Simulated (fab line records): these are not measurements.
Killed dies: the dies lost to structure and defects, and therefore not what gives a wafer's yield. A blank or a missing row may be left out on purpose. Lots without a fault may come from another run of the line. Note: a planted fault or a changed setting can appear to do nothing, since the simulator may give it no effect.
2 desks looking at one fault || flow rit_cmos || every desk sees just its own numbers, and what lay behind them comes last

AT THE METROLOGY DESK
What the gauges read, lot by lot, whatever tool the lot ran on: means of the sampled wafers that have a number. The brackets show how far a lot's mean lies from the usual mean; more than 4 standard deviations puts the lot out of limits, marked OUT.
Columns: A = PRETRO_TW at RIT_PRETRO_TW_MEAS_10, usual 470.8; B = FIELD_OXIDE_LEFT_2_THK at RIT_FOX2_THK_MEAS_91, usual 258 nm; C = NSD_OVL at RIT_NSD_OVL_MEAS_06, usual 0.4 nm; D = PSD_RS at RIT_SDANNEAL_RS_MEAS_04, usual 115.71 ohm/sq
{"lot": "L588", "first seen here": "day 2 07:01", "A": 471.0, "B": 253, "C": 1.7, "D": 116.09}
{"lot": "L589", "first seen here": "day 2 13:22", "A": 470.0, "B": 253, "C": 0.3, "D": 115.76}
{"lot": "L590", "first seen here": "day 2 18:17", "A": 469.9, "B": 262, "C": -0.2, "D": 115.90}
{"lot": "L591", "first seen here": "day 2 23:22", "A": 468.3, "B": 258, "C": 0.9, "D": 115.42}
{"lot": "L602", "first seen here": "day 5 07:23", "A": "434.9 (-13) OUT", "B": 255, "C": -0.1, "D": 116.09}
{"lot": "L603", "first seen here": "day 5 09:53", "A": "438.9 (-12) OUT", "B": 267, "C": 0.5, "D": 116.08}
{"lot": "L604", "first seen here": "day 5 15:26", "A": 472.4, "B": 266, "C": -0.9, "D": 115.79}
{"lot": "L606", "first seen here": "day 6 01:49", "A": 469.0, "B": 270, "C": -0.9, "D": 115.69}
{"lot": "L608", "first seen here": "day 6 12:02", "A": 473.3, "B": 254, "C": -1.0, "D": 115.88}
{"lot": "L611", "first seen here": "day 7 01:56", "A": 477.3, "B": 249, "C": 1.4, "D": 115.85}
This desk's finding: out of limits on L602, L603; first on L602, day 5 07:23 (PRETRO_TW at RIT_PRETRO_TW_MEAS_10). Within limits: L588, L589, L590, L591, L604, L606, L608, L611.

TOOL OWNER'S DESK, implanter-02
The tool's own readings at RIT_PRETRO_IMPLANT_08, given as means over the sampled wafers that have a number, one for each lot that went through this tool. The brackets show how far a lot's mean lies from the usual mean; more than 4 standard deviations puts the lot out of limits, marked OUT.
Columns: A = beam_energy_keV at RIT_PRETRO_IMPLANT_08, usual 45.000; B = end_station_pressure_torr at RIT_PRETRO_IMPLANT_08, usual 5e-06 Torr; C = faraday_current_uA at RIT_PRETRO_IMPLANT_08, usual 37.3
{"lot": "L588", "first seen here": "day 2 06:43", "A": 44.986, "B": 5e-06, "C": 37.6}
{"lot": "L590", "first seen here": "day 2 17:58", "A": 45.010, "B": 5e-06, "C": 37.3}
{"lot": "L602", "first seen here": "day 5 07:04", "A": "29.249 (-99 or more) OUT", "B": 5e-06, "C": 37.8}
{"lot": "L603", "first seen here": "day 5 09:34", "A": "29.259 (-99 or more) OUT", "B": 5e-06, "C": 36.8}
Finding of this desk: L602, L603 out of limits; the first was L602 at day 5 07:04, on beam_energy_keV at RIT_PRETRO_IMPLANT_08. Within limits: L588, L590.

TAKEN TOGETHER
At day 5 07:04, on L602, L603, the tool owner's desk was in a position to raise an alarm.
On L602, L603, the metrology desk was in a position to raise an alarm at day 5 07:23.
RIT_PRETRO_IMPLANT_08 was run on implanter-02 by each of the lots named.

WHAT WAS PUT IN BY THE SIMULATOR
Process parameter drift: implanter-02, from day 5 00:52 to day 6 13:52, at RIT_PRETRO_IMPLANT_08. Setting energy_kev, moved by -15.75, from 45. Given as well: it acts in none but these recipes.
Lots struck among those shown: L602, L603.
Delay (hours) between the fault's onset and each desk's first out-of-limits reading: 6 at the tool owner's desk, 7 at the metrology desk.
